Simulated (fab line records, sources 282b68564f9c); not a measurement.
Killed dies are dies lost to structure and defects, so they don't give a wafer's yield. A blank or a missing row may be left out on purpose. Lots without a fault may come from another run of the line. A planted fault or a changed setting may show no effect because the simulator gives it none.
Split-lot experiment | flow rit_cmos | 5 lots, 23 wafers read, on a route of 202 steps

THE SPLIT
At RIT_SILICIDE_SPUTTER_01 (material Ti, target thk 30 nm, time 240 s), the setting power_w was moved away from the recipe's 350 W on 6 of the 23 wafers read, by -8.9% to -5.3%. The other wafers ran this setting at the recipe's value.

FROM THE SPLIT TO THE READING: what the file shows between them, 1 step
- RIT_SILICIDE_RS_MEAS_02: measures by four-point-probe

THE READING
SILICIDE_TI_THK, in nm, at RIT_SILICIDE_THK_MEAS_03 (measures by xrf). Fault-free wafers of this fab line usually give 29.9 nm, standard deviation 0.36 nm.

wafer  | tool, chamber at the split | power_w as run, W | against the recipe | SILICIDE_TI_THK, nm | against lot-mates on the recipe
L074.1 | pvd_sputter-01, -          | 319               | -8.9%              | 27.0                | -2.6
L074.2 | pvd_sputter-01, -          | 319               | -8.9%              | 26.7                | -2.9
L074.4 | pvd_sputter-01, -          | 319               | -8.9%              | 26.9                | -2.7
L074.5 | pvd_sputter-01, -          | 350               | recipe             | 29.5                | -
L074.6 | pvd_sputter-01, -          | 350               | recipe             | 29.7                | -
L078.1 | pvd_sputter-03, -          | 350               | recipe             | 30.3                | -
L078.2 | pvd_sputter-03, -          | 350               | recipe             | 30.0                | -
L078.3 | pvd_sputter-03, -          | 350               | recipe             | 30.1                | -
L078.4 | pvd_sputter-03, -          | 350               | recipe             | 30.3                | -
L078.6 | pvd_sputter-03, -          | 350               | recipe             | 30.1                | -
L079.2 | pvd_sputter-02, -          | 350               | recipe             | 30.2                | -
L079.3 | pvd_sputter-02, -          | 350               | recipe             | 30.2                | -
L079.4 | pvd_sputter-02, -          | 350               | recipe             | 30.0                | -
L079.5 | pvd_sputter-02, -          | 350               | recipe             | 30.2                | -
L079.6 | pvd_sputter-02, -          | 350               | recipe             | 30.3                | -
L084.1 | pvd_sputter-01, -          | 350               | recipe             | 30.4                | -
L084.4 | pvd_sputter-01, -          | 350               | recipe             | 30.0                | -
L084.5 | pvd_sputter-01, -          | 350               | recipe             | 30.5                | -
L085.2 | pvd_sputter-03, -          | 331.3             | -5.3%              | 28.1                | -1.5
L085.3 | pvd_sputter-03, -          | 331.3             | -5.3%              | 28.2                | -1.4
L085.4 | pvd_sputter-03, -          | 331.3             | -5.3%              | 27.9                | -1.7
L085.5 | pvd_sputter-03, -          | 350               | recipe             | 29.3                | -
L085.6 | pvd_sputter-03, -          | 350               | recipe             | 29.9                | -

THE FIT
A straight line over all 23 wafers: SILICIDE_TI_THK changes by +0.363 nm for each +1% of power_w; r = +0.97; the points scatter about the line by 0.28 nm.
The same after taking each lot's own level away (the mean of its wafers on the recipe; 23 wafers): +0.304 nm for each +1%; r = +0.99; scatter 0.17 nm.
On that fit, the largest move of power_w shifts the reading by 2.7 nm.
The lots' own levels span 29.60 to 30.30 nm, that is 1.9 times the standard deviation above.
So the lot-to-lot level changes the slope: the two fits differ.
Check: with one of the wafers moved furthest among these (-8.9%) left out of the fit, the line predicts -2.71 nm for it against its lot-mates. It came out at -2.6 nm against them.

OTHER SPLITS ON THESE WAFERS
These wafers also went through other splits before the reading. Each is held against what the fit with the lots' levels taken away leaves over:
other split on the same wafers | wafers away from the commonest value | r with SILICIDE_TI_THK (lot level and that fit taken away)
RIT_GATE_SOFTBAKE_12 temp_c    | 6                                    | +0.03
RIT_NLDD_IMPLANT_08 energy_kev | 8                                    | -0.19
RIT_NSD_IMPLANT_08 energy_kev  | 7                                    | +0.20
RIT_PSD_IMPLANT_08 energy_kev  | 10                                   | +0.04

THE WHOLE CHAIN: every reading that the file lists as answering this split, in the file's order
step                     | what it does                              | reading                                                                           | change (the file's fit)               | r (the file's)
RIT_SILICIDE_SPUTTER_01  | material Ti, target thk 30 nm, time 240 s | Ti_of_SILICIDE_SPUTTER_01.thk_nm (the simulator's own value, which no gauge read) | +0.304 nm for each +1% of the setting | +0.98
RIT_SILICIDE_RS_MEAS_02  | measures by four-point-probe              | SILICIDE_TI_RS                                                                    | -0.666 for each +1% of the setting    | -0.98
RIT_SILICIDE_THK_MEAS_03 | measures by xrf                           | SILICIDE_TI_THK                                                                   | +0.302 for each +1% of the setting    | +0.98

THE FILE'S OWN FIT
SILICIDE_TI_THK changes by +0.302 nm for each +1% of power_w, r = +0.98.
